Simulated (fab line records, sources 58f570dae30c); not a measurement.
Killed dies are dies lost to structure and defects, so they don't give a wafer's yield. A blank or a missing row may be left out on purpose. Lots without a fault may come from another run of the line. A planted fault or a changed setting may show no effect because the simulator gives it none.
Split-lot experiment | flow berkeley_cmos170 | 5 lots, 23 wafers read, on a route of 331 steps

THE SPLIT
At UCB170_ACTIVE_STRIP_16 (strips in O2), the setting power_w was moved away from the recipe's 400 W on 7 of the 23 wafers read, by -11.7% to +9.9%. The other wafers ran this setting at the recipe's value.

The reading is taken at the split's own step.

THE READING
oes_product_au, in a.u., at UCB170_ACTIVE_STRIP_16 (strips in O2). Fault-free wafers of this fab line usually give 0.721 a.u., standard deviation 0.0041 a.u..

wafer  | tool, chamber at the split | power_w as run, W | against the recipe | oes_product_au, a.u. | against lot-mates on the recipe
L076.1 | plasma_asher-04, 1         | 400               | recipe             | 0.723                | -
L076.4 | plasma_asher-04, 0         | 400               | recipe             | 0.721                | -
L076.6 | plasma_asher-04, 0         | 400               | recipe             | 0.716                | -
L075.1 | plasma_asher-04, 1         | 431.8             | +8.0%              | 0.749                | +0.029
L075.2 | plasma_asher-04, 0         | 400               | recipe             | 0.720                | -
L075.3 | plasma_asher-04, 1         | 400               | recipe             | 0.719                | -
L075.4 | plasma_asher-04, 0         | 431.8             | +8.0%              | 0.748                | +0.028
L075.5 | plasma_asher-04, 1         | 400               | recipe             | 0.721                | -
L077.1 | plasma_asher-04, 1         | 439.7             | +9.9%              | 0.752                | +0.032
L077.2 | plasma_asher-04, 0         | 400               | recipe             | 0.717                | -
L077.3 | plasma_asher-04, 0         | 439.7             | +9.9%              | 0.752                | +0.032
L077.5 | plasma_asher-04, 1         | 400               | recipe             | 0.727                | -
L077.6 | plasma_asher-04, 0         | 400               | recipe             | 0.717                | -
L081.1 | plasma_asher-03, 0         | 353.1             | -11.7%             | 0.676                | -0.052
L081.2 | plasma_asher-03, 1         | 353.1             | -11.7%             | 0.684                | -0.044
L081.3 | plasma_asher-03, 0         | 353.1             | -11.7%             | 0.678                | -0.050
L081.4 | plasma_asher-03, 1         | 400               | recipe             | 0.726                | -
L081.5 | plasma_asher-03, 1         | 400               | recipe             | 0.731                | -
L083.1 | plasma_asher-03, 0         | 400               | recipe             | 0.721                | -
L083.2 | plasma_asher-03, 1         | 400               | recipe             | 0.718                | -
L083.4 | plasma_asher-03, 1         | 400               | recipe             | 0.721                | -
L083.5 | plasma_asher-03, 1         | 400               | recipe             | 0.721                | -
L083.6 | plasma_asher-03, 0         | 400               | recipe             | 0.723                | -

THE FIT
A straight line over all 23 wafers: oes_product_au changes by +0.00342 a.u. for each +1% of power_w; r = +0.98; the points scatter about the line by 0.0038 a.u..
The same after taking each lot's own level away (the mean of its wafers on the recipe; 23 wafers): +0.00382 a.u. for each +1%; r = +0.99; scatter 0.0035 a.u..
On that fit, the largest move of power_w shifts the reading by 0.045 a.u..
The lots' own levels span 0.7200 to 0.7285 a.u., that is 2.1 times the standard deviation above.
So the lot-to-lot level changes the slope: the two fits differ.
Check: with one of the wafers moved furthest among these (-11.7%) left out of the fit, the line predicts -0.0442 a.u. for it against its lot-mates. It came out at -0.0525 a.u. against them.
Tool readings at the split's step, against how far the setting was moved: oes_product_au r = +0.98; strip_time_to_endpoint_s r = -0.90.

OTHER SPLITS ON THESE WAFERS
These wafers also went through other splits before the reading. Each is held against what the fit with the lots' levels taken away leaves over:
other split on the same wafers       | wafers away from the commonest value | r with oes_product_au (lot level and that fit taken away)
UCB170_START_OXIDATION_02 ox_time_s  | 15                                   | -0.05
UCB170_ZERO_STRIP_07 o2_flow_sccm    | 8                                    | +0.17
UCB170_PWELL_COAT_08 resist_thk_nm   | 11                                   | +0.16
UCB170_PWELL_EXPOSE_10 dose_mj       | 5                                    | +0.16
UCB170_WELLDRIVE_OXIDATION_01 temp_c | 15                                   | +0.03
UCB170_ACTIVE_COAT_08 spin_rpm       | 11                                   | -0.23

THE WHOLE CHAIN: every reading that the file lists as answering this split, in the file's order
step                   | what it does | reading                  | change (the file's fit)                  | r (the file's)
UCB170_ACTIVE_STRIP_16 | strips in O2 | oes_product_au           | +0.0037 a.u. for each +1% of the setting | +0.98
UCB170_ACTIVE_STRIP_16 | strips in O2 | strip_time_to_endpoint_s | withheld for each +1% of the setting     | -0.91

THE FILE'S OWN FIT
oes_product_au changes by +0.0037 a.u. for each +1% of power_w, r = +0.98.
